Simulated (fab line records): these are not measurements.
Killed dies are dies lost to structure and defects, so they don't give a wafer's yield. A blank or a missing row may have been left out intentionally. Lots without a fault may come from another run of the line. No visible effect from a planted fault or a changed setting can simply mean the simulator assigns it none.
Split-lot experiment ; flow berkeley cmos170 ; 23 wafers read across 5 lots, on a route 331 steps long

## ABOUT THE SPLIT
At UCB170_M3_SPUTTER_01 (material Al, target thk 900 nm, time 120 s), the setting power w was moved away from the recipe's 6000 W on 10 of the 23 wafers read, by -11.7% to +10.4%. This setting was run at the recipe's value on the other wafers.

## FROM THE SPLIT TO THE READING: what the file shows between them, 5 steps
- UCB170_M3_RS_MEAS_02: measures by four-point-probe
- UCB170_M3_THK_MEAS_03: measures by xrf
- UCB170_M3_PEB_13 (also split here: peb temp c)
- UCB170_M3_DEVELOP_14: develop time 45 s
- UCB170_M3_ETCH_17: etches BARC in N2/H2

## THE READING
oes product au, in a.u., at UCB170_M3_METAL_ETCH_18 (etches Al in Cl2/BCl3, stops on SiO2, target depth 1170 nm, time 195 s). A value of 0.858 a.u. with a standard deviation of 0.012 a.u. is what fault-free wafers of this fab line usually give.

wafer;tool, chamber at the split;power w as run, W;against the recipe;oes product au, a.u.;against lot-mates on the recipe
L076.1;pvd sputter-01, -;6000;recipe;0.862;-
L076.2;pvd sputter-01, -;6622;+10.4%;0.914;+0.050
L076.4;pvd sputter-01, -;6000;recipe;0.866;-
L076.5;pvd sputter-01, -;6622;+10.4%;0.920;+0.056
L076.6;pvd sputter-01, -;6622;+10.4%;0.908;+0.044
L077.2;pvd sputter-02, -;6000;recipe;0.878;-
L077.3;pvd sputter-02, -;5560;-7.3%;0.830;-0.033
L077.4;pvd sputter-02, -;6000;recipe;0.854;-
L077.5;pvd sputter-02, -;6000;recipe;0.857;-
L077.6;pvd sputter-02, -;5560;-7.3%;0.835;-0.028
L079.1;pvd sputter-01, -;5614;-6.4%;0.836;-0.028
L079.3;pvd sputter-01, -;5614;-6.4%;0.833;-0.031
L079.4;pvd sputter-01, -;6000;recipe;0.866;-
L079.5;pvd sputter-01, -;6000;recipe;0.862;-
L079.6;pvd sputter-01, -;5614;-6.4%;0.828;-0.036
L082.1;pvd sputter-01, -;5300;-11.7%;0.798;-0.067
L082.2;pvd sputter-01, -;6000;recipe;0.869;-
L082.4;pvd sputter-01, -;6000;recipe;0.861;-
L082.5;pvd sputter-01, -;5300;-11.7%;0.809;-0.056
L082.6;pvd sputter-01, -;6000;recipe;0.865;-
L083.1;pvd sputter-02, -;6000;recipe;0.849;-
L083.2;pvd sputter-02, -;6000;recipe;0.853;-
L083.4;pvd sputter-02, -;6000;recipe;0.833;-

THE FIT
A straight line over all 23 wafers: oes product au changes by +0.00481 a.u. for each +1% of power w; r = +0.95; the points scatter about the line by 0.0092 a.u.
The same after taking each lot's own level away (the mean of its wafers on the recipe; 23 wafers): +0.0049 a.u. for each +1%; r = +0.98; scatter 0.0065 a.u.
That fit puts the effect of the largest move of power w on the reading at 0.057 a.u.
The span of the lots' own levels, 0.8450 to 0.8650 a.u., comes to 1.7 times the standard deviation stated above.
The two slopes agree, so the slope changes little with the lot-to-lot level.
Check: -0.055 a.u. against its lot-mates is what the line predicts for one of the wafers moved furthest among these (-11.7%) when that wafer is left out of the fit. It came out at -0.067 a.u. against them.

## THESE WAFERS: OTHER SPLITS
These wafers also went through other splits before the reading. Each is held against what the fit with the lots' levels taken away leaves over:
other split on the same wafers;wafers away from the commonest value;r with oes product au (lot level and that fit taken away)
UCB170_M3_PEB_13 peb temp c;11;-0.21

## THE WHOLE CHAIN: every reading that the file lists as answering this split, in the file's order
step;what it does;reading;change (the file's fit);r (the file's)
UCB170_M3_SPUTTER_01;material Al, target thk 900 nm, time 120 s;Al_of_M3_SPUTTER_01.thk nm (the simulator's own value, which no gauge read);+9.1 nm for each +1% of the setting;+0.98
UCB170_M3_RS_MEAS_02;measures by four-point-probe;M3_AL_RS;-0.000337 for each +1% of the setting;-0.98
UCB170_M3_THK_MEAS_03;measures by xrf;M3_AL_THK;+8.89 for each +1% of the setting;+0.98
UCB170_M3_METAL_ETCH_18;etches Al in Cl2/BCl3, stops on SiO2, target depth 1170 nm, time 195 s;oes product au;+0.00493 a.u. for each +1% of the setting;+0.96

## THE FILE'S OWN FIT
oes product au changes by +0.00493 a.u. for each +1% of power w, r = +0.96.
